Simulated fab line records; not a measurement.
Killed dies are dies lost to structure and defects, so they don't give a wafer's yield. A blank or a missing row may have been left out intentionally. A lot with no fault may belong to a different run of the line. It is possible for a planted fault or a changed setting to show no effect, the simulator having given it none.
Chamber matching / flow berkeley-cmos170 / UCB170_SPACER_CVD_00 on pecvd-04 has 3 sister chambers
The step deposits SiO2 from TEOS/O2, target thk 376 nm, time 47 s. 6 wafers are shown with their chamber, then 7 later ones without.

WAFERS WITH THEIR CHAMBER
wafer=L496.4; chamber=1; heater-power-w (W)=232; susceptor-temp-C (C)=390.25
wafer=L499.6; chamber=1; heater-power-w (W)=221; susceptor-temp-C (C)=390.10
wafer=L508.1; chamber=0; heater-power-w (W)=298; susceptor-temp-C (C)=390.20
wafer=L508.4; chamber=2; heater-power-w (W)=262; susceptor-temp-C (C)=389.86
wafer=L509.1; chamber=2; heater-power-w (W)=213; susceptor-temp-C (C)=390.04
wafer=L509.2; chamber=0; heater-power-w (W)=249; susceptor-temp-C (C)=390.11

WAFERS WITHOUT THEIR CHAMBER
wafer=L509.3; heater-power-w (W)=206; susceptor-temp-C (C)=390.14
wafer=L512.1; heater-power-w (W)=254; susceptor-temp-C (C)=389.94
wafer=L512.4; heater-power-w (W)=256; susceptor-temp-C (C)=390.10
wafer=L512.5; heater-power-w (W)=329; susceptor-temp-C (C)=389.38
wafer=L513.1; heater-power-w (W)=256; susceptor-temp-C (C)=389.83
wafer=L513.2; heater-power-w (W)=256; susceptor-temp-C (C)=389.56
wafer=L513.6; heater-power-w (W)=258; susceptor-temp-C (C)=389.62

EACH ONE'S CHAMBER
wafer=L509.3; from the rows above=can't be placed: 1 or 2 or 0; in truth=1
wafer=L512.1; from the rows above=can't be placed: 2 or 0 or 1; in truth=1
wafer=L512.4; from the rows above=can't be placed: 0 or 1 or 2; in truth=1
wafer=L512.5; from the rows above=can't be placed: 2 or 0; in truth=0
wafer=L513.1; from the rows above=can't be placed: 2 or 0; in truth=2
wafer=L513.2; from the rows above=can't be placed: 2 or 0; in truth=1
wafer=L513.6; from the rows above=can't be placed: 2 or 0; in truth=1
Placed correctly: 0 of 7. Can't be placed from these rows: 7 (the true chamber is among the candidates in 5). 0 placed wrongly.
How it was worked out, from the rows above alone: a wafer's distance from a chamber is the root of the sum, over the readings, of the square of ((its reading less the chamber's mean) divided by the reading's scatter). The wafer belongs to the nearest chamber; if the next one is less than 2 further off, it can't be placed. Each chamber's mean is taken over the wafers shown for it. The scatter is the square root of a quotient: the sum, over the shown wafers, of each reading's squared deviation from its chamber's mean, divided by wafers minus chambers.
